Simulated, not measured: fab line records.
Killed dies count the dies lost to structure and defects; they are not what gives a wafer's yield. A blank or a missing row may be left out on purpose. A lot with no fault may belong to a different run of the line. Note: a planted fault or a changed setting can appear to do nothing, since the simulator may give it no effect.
Check of tool commonality -- flow berkeley cmos170 -- 42 wafers sampled across 14 lots

REASON FOR OPENING
UCB170_PFIELD_OVL_MEAS_06, reading PFIELD_OVL: flagged on 3 of 14 lots. Fault-free wafers read 1 nm, with a standard deviation of 5.2.
Rule: a lot gets a flag if all its wafers with a number sit over 4 standard deviations from that mean, or if no wafer of it has a number. As for the other lots, they are considered sound.

lot,measured,on,"PFIELD_OVL (nm), wafer by wafer",flag
L531,day 4 12:02,overlay-01,-5 -6 -7,
L532,day 4 12:14,overlay-02,1 3 1,
L533,day 4 17:23,overlay-02,6 4 11,
L535,day 4 18:00,overlay-02,0 -6 -4,
L534,day 4 18:07,overlay-01,-1 3 -4,
L536,day 5 07:54,overlay-01,8 10 3,
L537,day 5 20:16,overlay-02,0 6 1,
L540,day 6 05:42,overlay-02,-3 -2 -4,
L539,day 6 06:15,overlay-02,3 9 12,
L543,day 7 01:53,overlay-01,90 94 86,FLAGGED
L545,day 7 02:10,overlay-01,81 85 91,FLAGGED
L544,day 7 02:10,overlay-02,-2 6 2,
L546,day 7 12:29,overlay-02,96 89 91,FLAGGED
L551,day 8 06:43,overlay-02,8 8 15,
Average over the flagged lots: 89 nm; offset from the usual +88 nm, equal to +17 standard deviations.

LOT BY LOT: THE TOOL USED
2 process steps preceding the reading are held in the record, out of 331 steps in the route. In each cell: the tool, then ch and the chambers that the sampled wafers went through, then the start.
lot,flag,UCB170_NWELL_STRIP_15,UCB170_PFIELD_EXPOSE_03
L531,,"plasma asher-01 ch 0,1, day 2 08:49","krf scanner-01 ch 0, day 4 11:09"
L532,,"plasma asher-03 ch 0,1, day 2 12:35","krf scanner-02 ch 0, day 4 11:37"
L533,,"plasma asher-03 ch 0,1, day 2 21:55","krf scanner-01 ch 0, day 4 16:30"
L535,,"plasma asher-03 ch 0,1, day 3 00:08","krf scanner-02 ch 0, day 4 16:46"
L534,,"plasma asher-03 ch 0,1, day 2 22:23","krf scanner-01 ch 0, day 4 17:05"
L536,,"plasma asher-04 ch 0,1, day 3 04:14","krf scanner-01 ch 0, day 5 07:32"
L537,,"plasma asher-01 ch 0,1, day 3 11:01","krf scanner-01 ch 0, day 5 19:53"
L540,,"plasma asher-03 ch 0,1, day 4 05:07","krf scanner-02 ch 0, day 6 04:27"
L539,,"plasma asher-03 ch 0,1, day 4 00:16","krf scanner-01 ch 0, day 6 05:42"
L543,FLAGGED,"plasma asher-01 ch 0,1, day 4 15:55","krf scanner-01 ch 0, day 7 01:16"
L545,FLAGGED,"plasma asher-01 ch 0,1, day 5 01:21","krf scanner-01 ch 0, day 7 01:47"
L544,,"plasma asher-03 ch 0,1, day 4 20:01","krf scanner-02 ch 0, day 7 01:34"
L546,FLAGGED,"plasma asher-01 ch 0,1, day 5 11:39","krf scanner-01 ch 0, day 7 11:44"
L551,,"plasma asher-01 ch 0,1, day 6 09:11","krf scanner-02 ch 0, day 8 05:34"
What these steps do:
- UCB170_NWELL_STRIP_15: strips in O2.
- UCB170_PFIELD_EXPOSE_03: exposes mask PFIELD, target cd 1500 nm.
- UCB170_PFIELD_OVL_MEAS_06

FLAGGED OVER TOTAL, TOOL BY TOOL (the gauges that took the reading come last)
step,tool,lots run,flagged,share of the flagged lots,sound lots run after its first flagged lot
UCB170_NWELL_STRIP_15,plasma asher-01,6,3,all,1 (L551)
UCB170_NWELL_STRIP_15,plasma asher-03,7,0,none,-
UCB170_NWELL_STRIP_15,plasma asher-04,1,0,none,-
UCB170_PFIELD_EXPOSE_03,krf scanner-01,9,3,all,0
UCB170_PFIELD_EXPOSE_03,krf scanner-02,5,0,none,-
UCB170_PFIELD_OVL_MEAS_06,overlay-01,5,2,some,0
UCB170_PFIELD_OVL_MEAS_06,overlay-02,9,1,some,1 (L551)

THE TABLE: WHAT IT ALLOWS
plasma asher-01 at UCB170_NWELL_STRIP_15 and krf scanner-01 at UCB170_PFIELD_EXPOSE_03 are the 2 rows of the table that ran each flagged lot.
- plasma asher-01 at UCB170_NWELL_STRIP_15: 3 of its 6 lots flagged. After the first flagged lot (L551), sound lots still ran on it; a lasting fault on the whole tool would not permit that.
- krf scanner-01 at UCB170_PFIELD_EXPOSE_03: 3 of its 9 lots flagged. It ran its last sound lot, L539, at day 6 05:42 and its first flagged lot, L543, at day 7 01:16: a fault with its onset between the two fits.
Just one tool remains: krf scanner-01 at UCB170_PFIELD_EXPOSE_03.

WHAT THE SIMULATOR HAD INSERTED
Scanner matching overlay: krf scanner-01, from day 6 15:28 on, at UCB170_PFIELD_EXPOSE_03. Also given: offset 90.
Lots struck among those shown: L543, L545, L546. Same finding as the rule above.
